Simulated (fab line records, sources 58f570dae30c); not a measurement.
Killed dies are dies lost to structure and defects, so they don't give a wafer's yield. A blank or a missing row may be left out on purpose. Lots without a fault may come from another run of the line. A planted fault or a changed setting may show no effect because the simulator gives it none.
Which tool did it? | flow berkeley_cmos170 | 14 lots, 42 wafers sampled, at 2 steps of a route of 331

WHAT THE GAUGES READ, wafer by wafer
UCB170_V2_CD_MEAS_12: target cd 700 nm. Usual: cd_nm 700.0 nm, standard deviation 1.4.
lot  | measured     | on        | cd_nm (nm)        | flag
L120 | day 8 21:29  | cd_sem-01 | 697.8 699.9 699.2 |
L119 | day 8 23:29  | cd_sem-01 | 699.8 699.0 700.7 |
L122 | day 9 18:18  | cd_sem-01 | 699.3 699.7 700.0 |
L123 | day 9 18:46  | cd_sem-01 | 700.2 702.3 701.7 |
L121 | day 9 18:41  | cd_sem-01 | 699.8 701.5 700.2 |
L125 | day 10 01:22 | cd_sem-01 | 702.6 702.2 703.5 |
L128 | day 11 01:06 | cd_sem-02 | 699.5 700.9 699.9 |
L127 | day 11 02:49 | cd_sem-02 | 700.2 700.9 702.0 |
L129 | day 11 03:43 | cd_sem-02 | 700.8 700.6 701.0 |
L130 | day 11 13:41 | cd_sem-01 | 699.4 699.4 697.3 |
L137 | day 12 14:38 | cd_sem-01 | 698.5 699.0 699.5 |
L136 | day 12 15:34 | cd_sem-01 | 699.7 699.2 700.8 |
L138 | day 12 21:26 | cd_sem-02 | 699.7 698.9 700.7 |
L139 | day 13 00:30 | cd_sem-01 | 700.0 699.9 701.1 |

WHICH TOOL RAN EACH LOT (tool, then ch and the chambers of the sampled wafers, then the start)
lot  | UCB170_CONTACT_ETCH_17
L120 | rie_diel-01 ch 0,2, day 8 10:38
L119 | rie_diel-02 ch 0,2, day 8 11:31
L122 | rie_diel-04 ch 1,2,3, day 9 02:04
L123 | rie_diel-01 ch 0,1,3, day 9 02:38
L121 | rie_diel-04 ch 1,2,3, day 9 03:59
L125 | rie_diel-01 ch 0,1,2, day 9 09:17
L128 | rie_diel-01 ch 0,3, day 10 13:51
L127 | rie_diel-02 ch 0,2,3, day 10 13:58
L129 | rie_diel-01 ch 0,2, day 10 15:08
L130 | rie_diel-02 ch 0,2,3, day 11 00:06
L137 | rie_diel-01 ch 2,3, day 11 21:24
L136 | rie_diel-04 ch 0,1,2, day 11 22:37
L138 | rie_diel-04 ch 0,1,2, day 12 08:35
L139 | rie_diel-01 ch 0,2,3, day 12 08:40
- UCB170_CONTACT_ETCH_17: etches BARC in N2/H2.

WHAT THE TOOLS THEMSELVES READ (means of the sampled wafers that have a number; where no wafer has one, the mark that the record gives instead)
UCB170_CONTACT_ETCH_17. Usual: drypump_motor_current_A 5.8 A, standard deviation 0.56; oes_product_au 1.005 a.u., standard deviation 0.02; throttle_valve_pct 13.33 %, standard deviation 0.16.
lot  | tool        | drypump_motor_current_A (A) | oes_product_au (a.u.) | throttle_valve_pct (%) | flag
L120 | rie_diel-01 | 6.0                         | 0.999                 | 13.48                  |
L119 | rie_diel-02 | 6.1                         | 0.996                 | 13.34                  |
L122 | rie_diel-04 | 5.5                         | 1.024                 | 13.40                  |
L123 | rie_diel-01 | 5.9                         | 1.004                 | 13.36                  |
L121 | rie_diel-04 | 5.5                         | 1.022                 | 13.39                  |
L125 | rie_diel-01 | 5.5                         | 1.003                 | 13.37                  |
L128 | rie_diel-01 | 6.4                         | 1.013                 | 13.35                  |
L127 | rie_diel-02 | 6.1                         | 1.027                 | 13.40                  |
L129 | rie_diel-01 | 5.6                         | 0.987                 | 13.37                  |
L130 | rie_diel-02 | 6.1                         | 1.025                 | 13.40                  |
L137 | rie_diel-01 | 5.5                         | 0.968                 | 13.28                  |
L136 | rie_diel-04 | 5.4                         | 1.010                 | 13.36                  |
L138 | rie_diel-04 | 5.4                         | 1.012                 | 13.36                  |
L139 | rie_diel-01 | 6.0                         | 0.995                 | 13.37                  |

THE ANSWER, worked out from the rows above alone
Rule: a lot is off if the mean of its wafers that have a number lies more than 3 standard deviations from the usual mean. A lot without any number at a reading at which 4 lots or more have one is off too. The other lots that the step has rows for count as sound. The gauges are gone through in route order, then the tools' own readings, and for those a lot's mean is taken as printed above. The first step at which some lot is off is used, and at that step the reading that is off furthest; a lot without a number counts as furthest.
No lot is off at any reading shown: from this, nothing can be told.

WHAT THE SIMULATOR HAD PUT IN
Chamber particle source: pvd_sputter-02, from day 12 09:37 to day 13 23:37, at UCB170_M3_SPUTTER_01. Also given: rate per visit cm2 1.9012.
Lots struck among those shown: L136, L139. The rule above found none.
